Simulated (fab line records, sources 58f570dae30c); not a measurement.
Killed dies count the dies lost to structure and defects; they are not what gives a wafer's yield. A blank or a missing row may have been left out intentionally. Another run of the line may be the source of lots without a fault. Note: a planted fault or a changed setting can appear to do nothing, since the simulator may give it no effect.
Chamber matching ; flow berkeley_cmos170 ; wet_bench-01 running UCB170_GATE_CLEAN_17: 3 sister chambers
The step cleans in SPM, time 600 s. 3 wafers are shown with their chamber, then 4 later ones without.

== WAFERS WITH THEIR CHAMBER ==
wafer;chamber;bath_guard_temp_C (C)
L543.5;3;120.7
L546.3;1;120.0
L549.4;0;119.5

== WAFERS WHOSE CHAMBER IS MISSING ==
wafer;bath_guard_temp_C (C)
L549.5;119.9
L560.2;120.4
L560.4;120.8
L560.6;120.3

== WHICH CHAMBER EACH ONE RAN IN ==
wafer;from the rows above;in truth
L549.5;can't be placed: 1 or 0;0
L560.2;can't be placed: 3 or 1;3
L560.4;3;3
L560.6;can't be placed: 1 or 3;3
Placed correctly: 1 of 4. Unplaceable from these rows: 3, with the true chamber sitting among the candidates in 3. Number placed wrongly: 0.
How it was worked out, from the rows above alone: a wafer's distance from a chamber is the root of the sum, over the readings, of the square of ((its reading less the chamber's mean) divided by the reading's scatter). The wafer belongs to the nearest chamber; if the next one is less than 2 further off, it can't be placed. A chamber's mean is the mean of its shown wafers. The scatter: root of mean squared gap, hidden wafer to nearest shown wafer, with one shown wafer a chamber.
